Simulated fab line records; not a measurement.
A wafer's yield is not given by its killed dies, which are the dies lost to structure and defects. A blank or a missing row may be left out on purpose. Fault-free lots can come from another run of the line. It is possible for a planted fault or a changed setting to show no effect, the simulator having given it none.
fab line records	flow berkeley_cmos170	part 2 of 2: steps 26 to 33 of 33
record: lots: 5	wafers: 15	last_day: 12
route steps=331 shown NSD@195 BACKSIDE@199 SDANNEAL@204 PSD@206 PLDD@208 NLDD@209 SILICIDE@210 CONTACT@216
lots that met no fault: taken from a fault-free run of the same line
start_h: start of the lot's first displayed wafer, in hours after the record's first day	wait_h: hours elapsed since this lot's preceding step	" the same as in the row above	L1.1+2: a row that stands for several wafers	- no value, or no start was given	* or withheld: withheld	< > ~ a bound
route shown NAME@n: names a module that has steps shown in the file, with the first one's number in the route	usual: the fault-free wafers' mean and standard deviation	same: alike in all rows	chamber/n: place in a boat	sites: each site's reading	_std_site: standard deviation of those values	_edge_site: mean of outer sites minus mean of inner sites	radius_mm: for every site, how far away it sits from the centre of the wafer	mask NAME#n: copy n	behind: the tool/chamber that last shaped the wafer	hold: cause of the lot's hold/its duration in hours/its outcome	device: transistor that didn't switch, given as n, p or np	end of line: tests run on the same wafers once the route is complete	a step without rows: its recipe alone	killed: the dies lost at the first sort to structure and to defects; this is not the yield of the wafer	map: a wafer's dies, x killed, . not, _ none there
set.NAME: the run value of the setting; set.NAME@STEP: its run value at that earlier step	model.NAME: the simulator's own value behind a step, which no gauge read
lots at some steps of the route; a table a step, a row a wafer
services: the hour from which a tool's chamber was out of use, counted from the record's first day as start_h (under 0 if before that day), plus the number of hours and why
== steps ==
step: UCB170_CONTACT_COAT_04
recipe: resist: KrF	spin_rpm: 1500	resist_thk_nm: 900
usual: dispense_pressure_kPa: 53.0/2.7	exhaust_pa: 44.9/0.96	resist_line_temp_C: 23.02/0.12
lot.wafer	tool	chamber	start_h	wait_h	dispense_pressure_kPa	exhaust_pa	resist_line_temp_C
L074.1	litho_track-02	0	134.47	0.1	55.1	45.4	22.89
L074.3	"	0	"	"	55.1	46.2	23.05
L074.6	"	0	"	"	55.1	45.9	23.16
L077.2	litho_track-01	0	151.40	0.1	47.9	45.4	23.07
L077.3	"	0	"	"	48.0	46.2	23.06
L077.5	"	0	"	"	47.9	45.3	23.25
L087.2	litho_track-02	0	212.52	0.1	55.1	45.7	23.36
L087.3	"	0	"	"	55.1	44.9	23.18
L087.6	"	0	"	"	55.1	44.6	23.16
L093.2	litho_track-03	0	235.15	0.1	53.4	44.4	23.00
L093.4	"	0	"	"	53.4	43.9	23.23
L093.6	"	0	"	"	53.4	43.7	23.13
L095.1	litho_track-02	0	252.90	0.1	55.1	44.9	23.09
L095.4	"	0	"	"	55.1	44.6	23.17
L095.5	"	0	"	"	55.1	44.5	23.10
step: UCB170_CONTACT_SOFTBAKE_05
recipe: resist: KrF	temp_c: 130	time_s: 60
usual: exhaust_pa: 45.2/0.79	heater_power_total_W: 56.80/0.041	resist_line_temp_C: 22.98/0.092
same: time_s: 60
lot.wafer	tool	chamber	start_h	wait_h	exhaust_pa	heater_power_total_W	resist_line_temp_C
L074.1	litho_track-02	0	134.62	0.1	43.7	56.82	23.02
L074.3	"	0	"	"	45.1	56.82	23.09
L074.6	"	0	"	"	44.4	56.84	23.16
L077.2	litho_track-01	0	151.55	0.1	45.7	56.81	22.93
L077.3	"	0	"	"	45.5	56.81	22.98
L077.5	"	0	"	"	44.8	56.76	22.98
L087.2	litho_track-02	0	212.67	0.1	45.3	56.80	23.07
L087.3	"	0	"	"	44.5	56.79	23.12
L087.6	"	0	"	"	45.7	56.85	22.97
L093.2	litho_track-03	0	235.30	0.1	46.2	56.72	23.08
L093.4	"	0	"	"	46.3	56.83	23.05
L093.6	"	0	"	"	46.3	56.86	23.18
L095.1	litho_track-02	0	253.05	0.1	44.9	56.76	22.95
L095.4	"	0	"	"	45.0	56.71	22.92
L095.5	"	0	"	"	45.4	56.92	22.97
step: UCB170_CONTACT_STRIP_06
recipe: chemistry: O2	power_w: 400	pressure_mtorr: 3500	platen_temp_c: withheld	o2_flow_sccm: 400	overash_fraction: 0.5
usual: drypump_motor_current_A: 5.7/0.5	oes_product_au: 0.734/0.0041	strip_time_to_endpoint_s: 21.95/0.057
lot.wafer	tool	chamber	start_h	wait_h	drypump_motor_current_A	oes_product_au	rf_hours_counter_h	strip_time_to_endpoint_s
L074.1	plasma_asher-02	0	134.77	0.1	5.8	0.733	33	22.03
L074.3	"	0	"	"	5.8	0.737	-	21.98
L074.6	"	1	"	"	6.5	0.738	-	22.02
L077.2	plasma_asher-01	1	151.67	0.1	5.5	0.734	46	21.96
L077.3	"	1	"	"	5.5	0.732	-	22.03
L077.5	"	1	"	"	5.5	0.730	-	22.03
L087.2	plasma_asher-01	1	212.79	0.1	5.5	0.735	52	21.87
L087.3	"	0	"	"	5.1	0.731	-	21.93
L087.6	"	1	"	"	5.5	0.737	-	21.90
L093.2	plasma_asher-02	1	235.43	0.1	6.6	0.736	43	21.88
L093.4	"	0	"	"	5.8	0.739	-	21.86
L093.6	"	0	"	"	5.8	0.731	-	21.89
L095.1	plasma_asher-04	1	253.20	0.1	5.3	0.732	15	21.90
L095.4	"	0	"	"	6.3	0.733	-	21.93
L095.5	"	1	"	"	5.3	0.730	-	21.87
step: UCB170_CONTACT_CLEAN_07
recipe: chemistry: SPM	temp_c: 120	time_s: 600
same: time_s: 600
lot.wafer	tool	chamber	start_h	wait_h
L074.1+3+6	wet_bench-01	1	135.00	0.2
L077.2+3+5	wet_bench-01	2	151.77	0.1
L087.2+3+6	wet_bench-03	0	213.06	0.2
L093.2+4+6	wet_bench-01	1	235.53	0.1
L095.1+4+5	wet_bench-01	3	253.30	0.1
step: UCB170_CONTACT_RTA_08
recipe: temp_c: 900	time_s: 10	ambient: N2
usual: lamp_power_pct: 23.8/1.9	wafer_temp_C_max: 904.5/0.85
same: time_s: 10
lot.wafer	tool	chamber	start_h	wait_h	lamp_power_pct	wafer_temp_C_max
L074.1	rtp_anneal-01	0	135.18	0.0	22.2	905.2
L074.3	"	0	"	"	22.2	903.7
L074.6	"	0	"	"	22.2	904.7
L077.2	rtp_anneal-02	0	151.96	0.0	26.1	904.5
L077.3	"	0	"	"	26.1	903.6
L077.5	"	0	"	"	26.1	903.9
L087.2	rtp_anneal-01	0	213.25	0.0	22.2	904.4
L087.3	"	0	"	"	22.2	904.7
L087.6	"	0	"	"	22.2	904.2
L093.2	rtp_anneal-02	0	235.71	0.0	26.1	906.5
L093.4	"	0	"	"	26.1	904.8
L093.6	"	0	"	"	26.1	904.6
L095.1	rtp_anneal-02	0	253.50	0.0	26.1	904.6
L095.4	"	0	"	"	26.1	902.9
L095.5	"	0	"	"	26.1	904.4
step: UCB170_CONTACT_COAT_09
recipe: resist: BARC	temp_c: withheld	time_s: withheld	spin_rpm: 3000	resist_thk_nm: withheld
usual: dispense_pressure_kPa: 52.4/2.9	exhaust_pa: 45.0/0.92	resist_line_temp_C: *
lot.wafer	tool	chamber	start_h	wait_h	dispense_pressure_kPa	exhaust_pa	resist_line_temp_C
L074.1	litho_track-02	0	135.73	0.5	55.2	45.3	*
L074.3	"	0	"	"	55.2	44.0	*
L074.6	"	0	"	"	55.2	44.2	*
L077.2	litho_track-02	0	152.15	0.2	55.1	45.3	*
L077.3	"	0	"	"	55.1	43.9	*
L077.5	"	0	"	"	55.1	43.3	*
L087.2	litho_track-02	0	213.51	0.3	55.2	44.8	*
L087.3	"	0	"	"	55.2	45.9	*
L087.6	"	0	"	"	55.1	46.5	*
L093.2	litho_track-02	0	235.79	0.1	55.1	45.1	*
L093.4	"	0	"	"	55.2	44.9	*
L093.6	"	0	"	"	55.1	45.0	*
L095.1	litho_track-02	0	253.69	0.2	55.2	45.0	*
L095.4	"	0	"	"	55.2	45.8	*
L095.5	"	0	"	"	55.2	46.5	*
step: UCB170_CONTACT_COAT_10
recipe: resist: KrF	spin_rpm: 1500	resist_thk_nm: 900
usual: dispense_pressure_kPa: 52.3/2.9	exhaust_pa: 44.8/0.88	resist_line_temp_C: 22.99/0.11
lot.wafer	tool	chamber	start_h	wait_h	dispense_pressure_kPa	exhaust_pa	resist_line_temp_C
L074.1	litho_track-02	0	-	-	55.1	45.3	22.94
L074.3	"	0	"	"	55.1	46.3	23.12
L074.6	"	0	"	"	55.1	44.9	23.03
L077.2	litho_track-02	0	-	-	55.1	43.1	22.82
L077.3	"	0	"	"	55.0	44.2	22.91
L077.5	"	0	"	"	55.0	43.7	22.97
L087.2	litho_track-02	0	-	-	55.1	44.5	22.71
L087.3	"	0	"	"	55.1	45.7	22.86
L087.6	"	0	"	"	55.0	45.5	22.97
L093.2	litho_track-02	0	-	-	55.0	45.0	22.71
L093.4	"	0	"	"	55.1	45.4	22.92
L093.6	"	0	"	"	55.1	43.8	22.85
L095.1	litho_track-02	0	-	-	55.1	44.1	23.17
L095.4	"	0	"	"	55.1	44.5	23.26
L095.5	"	0	"	"	55.1	43.4	23.21
step: UCB170_CONTACT_SOFTBAKE_11
recipe: resist: KrF	temp_c: 130	time_s: 60
usual: exhaust_pa: 44.8/0.86	heater_power_total_W: 56.80/0.045	resist_line_temp_C: 23.00/0.11
same: time_s: 60
lot.wafer	tool	chamber	start_h	wait_h	exhaust_pa	heater_power_total_W	resist_line_temp_C
L074.1	litho_track-02	0	-	-	45.0	56.81	23.03
L074.3	"	0	"	"	44.8	56.77	23.18
L074.6	"	0	"	"	46.8	56.81	23.12
L077.2	litho_track-02	0	-	-	44.9	56.77	23.08
L077.3	"	0	"	"	45.5	56.76	23.08
L077.5	"	0	"	"	46.3	56.86	23.02
L087.2	litho_track-02	0	-	-	44.4	56.79	23.03
L087.3	"	0	"	"	44.3	56.77	23.05
L087.6	"	0	"	"	44.0	56.75	23.06
L093.2	litho_track-02	0	-	-	43.6	56.82	22.90
L093.4	"	0	"	"	43.7	56.80	22.88
L093.6	"	0	"	"	43.9	56.80	22.68
L095.1	litho_track-02	0	-	-	44.9	56.73	23.07
L095.4	"	0	"	"	45.4	56.80	23.03
L095.5	"	0	"	"	45.7	56.76	22.89
== services ==
tool	chamber	start_h	hours	kind
plasma_asher-04	-	108.75	9.0	pm
plasma_asher-04	0	108.75	9.0	vent_cycle
plasma_asher-04	1	108.75	9.0	vent_cycle
lpcvd-02	-	113.46	6.0	pm
plasma_asher-04	0	117.75	-	clean
plasma_asher-04	1	117.75	-	clean
lpcvd-02	-	126.14	6.1	pm
rtp_anneal-02	-	137.19	3.1	pm
pvd_sputter-03	-	181.47	5.5	repair
pvd_sputter-02	-	182.59	2.9	repair
implanter-03	-	200.97	3.1	repair
pvd_sputter-02	3	204.91	-	consumable_replace:kit
pvd_sputter-02	3	204.91	18.0	scheduled_down
pvd_sputter-02	3	204.91	18.0	vent_cycle
plasma_asher-02	-	206.09	1.5	repair
wet_bench-02	-	220.69	1.7	repair
implanter-03	-	232.48	2.5	repair
plasma_asher-02	-	242.49	5.4	repair
plasma_asher-01	-	248.32	14.6	pm
implanter-02	-	250.28	2.8	repair
